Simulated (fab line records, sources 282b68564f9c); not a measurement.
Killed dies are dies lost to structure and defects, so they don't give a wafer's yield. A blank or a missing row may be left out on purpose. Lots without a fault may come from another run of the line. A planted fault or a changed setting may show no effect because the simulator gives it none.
A struck lot beside a sound one | flow rit_cmos | 17 steps out of a route of 202
Sound: wafers L544.2, L544.3, L544.4. Struck: wafer L538.6. (L538.1, L538.5 of the same lot were not struck and are left out.) The cause comes at the end.
At each step with rows: each side's tool, then ch and its chambers, then its first start. Under that, the readings that differ: sound wafers | struck wafers | difference of the means | sigmas: that difference in standard deviations of wafers without a fault.
alike: readings whose means differ by less than 2 such deviations, and words and numbers that are the same on both sides. not compared: withheld readings, readings that some wafer has no value for, bounds like >300 that may hide the same value, and numbers for which the record gives no deviation and whose values overlap.
The two part at a step that has a row with sigmas, a row that says differs or no value, or rows on one side only. Numbers that don't overlap but have no deviation are shown without sigmas and don't part them. A reading that every wafer of one side lacks parts them only if that side has two wafers or more.

first, 4 steps without rows for these wafers: RIT_CONTACT_SOFTBAKE_04 (time 60 s); RIT_CONTACT_EXPOSE_05 (exposes mask M11, target cd 1000 nm); RIT_CONTACT_PEB_06; RIT_CONTACT_DEVELOP_07 (develop time 120 s).
RIT_CONTACT_CD_MEAS_08: target cd 1000 nm.
  sound on cd_sem-01, day 6 15:21; struck on cd_sem-02, day 5 03:42
  alike: cd_nm
RIT_CONTACT_OVL_MEAS_09:
  sound on overlay-02, day 6 15:28; struck on overlay-01, day 5 03:49
  alike: CONTACT_OVL
then, 1 step without rows for these wafers: RIT_CONTACT_HARDBAKE_10 (time 60 s).
RIT_CONTACT_ETCH_11: etches SiO2 in CHF3/CF4/Ar, stops on TiSi2, target depth 480 nm, time 320 s.
  sound on rie_diel-01 ch 0,1,3, day 6 15:38; struck on rie_diel-01 ch 1, day 5 04:01
  alike: CHF3_flow_sccm, drypump_motor_current_A, oes_product_au, throttle_valve_pct
  not compared: rf_hours_counter_h
RIT_CONTACT_STRIP_12: strips in O2, time 172.5 s.
  sound on plasma_asher-03 ch 0,1, day 6 15:50; struck on plasma_asher-03 ch 1, day 5 04:12
  alike: drypump_motor_current_A
  not compared: rf_hours_counter_h
RIT_CONTACT_CD_MEAS_90: target cd 1000 nm.
  sound on cd_sem-02, day 6 16:02; struck on cd_sem-02, day 5 04:23
  alike: cd_nm
then, 2 steps without rows for these wafers: RIT_CONTACT_CLEAN_13 (cleans in SC1, time 600 s); RIT_CONTACT_CLEAN_14 (cleans in SC2, time 600 s).
RIT_M1_SPUTTER_00: material Al, target thk 400 nm, time 500 s.
  sound on pvd_sputter-02, day 6 16:30; struck on pvd_sputter-03, day 5 04:52
  reading                               | sound                | struck | difference | sigmas
  chamber_pressure_pa (Pa)              | 0.3998 0.4001 0.4013 | 0.4937 | +0.0933    | +99 or more
  throttle_valve_pct (%)                | 30.1 29.2 32.5       | 26.5   | -4.1       | -4
  model.Al_of_M1_SPUTTER_00.thk_nm (nm) | 405.7 405 396.2      | 378.5  | -23.8      |
RIT_M1_RS_MEAS_01: measures by four-point-probe.
  sound on film_metro-04, day 6 16:49; struck on film_metro-02, day 5 05:10
  reading           | sound                | struck | difference | sigmas
  M1_AL_RS (ohm/sq) | 0.0724 0.0725 0.0740 | 0.0783 | +0.0053    | +7
RIT_M1_THK_MEAS_02: measures by xrf.
  sound on film_metro-04, day 6 16:55; struck on film_metro-02, day 5 05:17
  reading        | sound       | struck | difference | sigmas
  M1_AL_THK (nm) | 403 402 391 | 371    | -28        | -6
then, 1 step without rows for these wafers: RIT_M1_HMDS_03 (prime time 60 s).
RIT_M1_PROBE_99:
  sound on prober-01, day 6 20:45; struck on prober-02, day 5 09:16
  reading                  | sound                   | struck  | difference | sigmas
  defect_limited_yield (%) | 98.9 98.1 98.5          | 95.5    | -3.0       | -3
  killed_at_front_end      | 3 5 4                   | 12      | +8         | +3
  killed_dies              | 3 5 4                   | 12      | +8         | +3
  killed_open              | 1 3 2                   | 6       | +4         | +2
  sort_bin_3_pad_short (%) | 0 0 0                   | 0.4     | +0.4       | +2
  sort_bin_6_memory (%)    | 0.4 1.1 0.8             | 2.3     | +1.5       | +2
  sort_n_pass              | 261.0 259.0 260.0       | 252.0   | -8.0       | -3
  sort_yield_pct (%)       | 98.9 98.1 98.5          | 95.5    | -3.0       | -3
  model.etest.m1.rs_ohm_sq | 0.07155 0.07137 0.07322 | 0.07662 | +0.00457   |
  alike: killed_at_contacts, killed_short, sort_bin_5_function

WHERE THEY PART
First at RIT_M1_SPUTTER_00; last, within this record, at RIT_M1_PROBE_99.

WHY: what the simulator had put in
Process parameter drift: pvd_sputter-03, from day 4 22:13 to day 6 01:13, at RIT_M1_SPUTTER_00. Setting chamber_pressure_pa, moved by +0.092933, from 0.4. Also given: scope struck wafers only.
